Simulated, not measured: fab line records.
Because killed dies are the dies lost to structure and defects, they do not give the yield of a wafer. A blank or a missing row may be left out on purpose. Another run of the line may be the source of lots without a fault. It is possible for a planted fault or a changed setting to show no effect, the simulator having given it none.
Comparing a struck lot with a sound one / flow berkeley-cmos170 / 14 out of 331 route steps
Sound: these wafers, L352.1, L352.4, L352.6. Wafers L350.2, L350.3, L350.4 were the ones struck. The cause comes at the end.
At each step with rows: each side's tool, then ch and its chambers, then its first start. Under that, the readings that differ: sound wafers / struck wafers / difference of the means / sigmas: that difference in standard deviations of wafers without a fault.
alike: readings with means less than 2 such deviations apart, plus words and numbers identical on both sides. not compared: withheld readings, readings lacking a value on some wafer, bounds such as >300 that could conceal the same value, and numbers that have no deviation in the record and whose values overlap.
The two part at a step that has a row with sigmas, a row that says differs or no value, or rows on one side only. Numbers that have no deviation but don't overlap get no sigmas and don't part them. A reading missing from all wafers of one side parts the sides only when that side holds two or more wafers.

first, 3 steps without rows for these wafers: UCB170_NVT_EXPOSE_03 (exposes mask PWELL, target cd 3000 nm); UCB170_NVT_PEB_04; UCB170_NVT_DEVELOP_05 (develop time 45 s).
UCB170_NVT_OVL_MEAS_06:
  sound on overlay-02 at day 7 19:54; struck on overlay-01 at day 7 12:23
  alike: NVT_OVL
after that, 1 step had no rows for these wafers: UCB170_NVT_IMPLANT_07.
UCB170_NVT_STRIP_08: strips in O2.
  sound on plasma-asher-04 ch 0,1, day 7 20:05; struck on plasma-asher-03 ch 0,1, day 7 12:34
  alike: drypump-motor-current-A, oes-product-au, strip-time-to-endpoint-s
  not compared: rf-hours-counter-h
UCB170_NVT_TW_MEAS_09:
  sound on film-metro-04 at day 7 20:11; struck on film-metro-01 at day 7 12:41
reading=NVT_TW; sound=535 537 536; struck=520 518 516; difference=-18; sigmas=-3
then, 5 steps without rows for these wafers: UCB170_NVT_CLEAN_10 (cleans in SPM, time 600 s); UCB170_PVT_HMDS_00 (prime time 60 s); UCB170_PVT_COAT_01 (resist thk 900 nm); UCB170_PVT_SOFTBAKE_02 (time 60 s); UCB170_PVT_EXPOSE_03 (exposes mask NWELL, target cd 3000 nm).
UCB170_PVT_PEB_04:
  sound on litho-track-02 ch 0, day 8 00:06; struck on litho-track-02, day 7 15:50
  no value came back on the struck wafers for chill-plate-temp-C (C), exhaust-pa (Pa); on the sound wafers chill-plate-temp-C (C) reads 23.04 23.06 23.00
then, 1 step without rows for these wafers: UCB170_PVT_DEVELOP_05 (develop time 45 s).

## WHERE THEY PART
Earliest at UCB170_NVT_TW_MEAS_09; latest, in this record, at UCB170_PVT_PEB_04.

WHY: the cause the simulator had injected
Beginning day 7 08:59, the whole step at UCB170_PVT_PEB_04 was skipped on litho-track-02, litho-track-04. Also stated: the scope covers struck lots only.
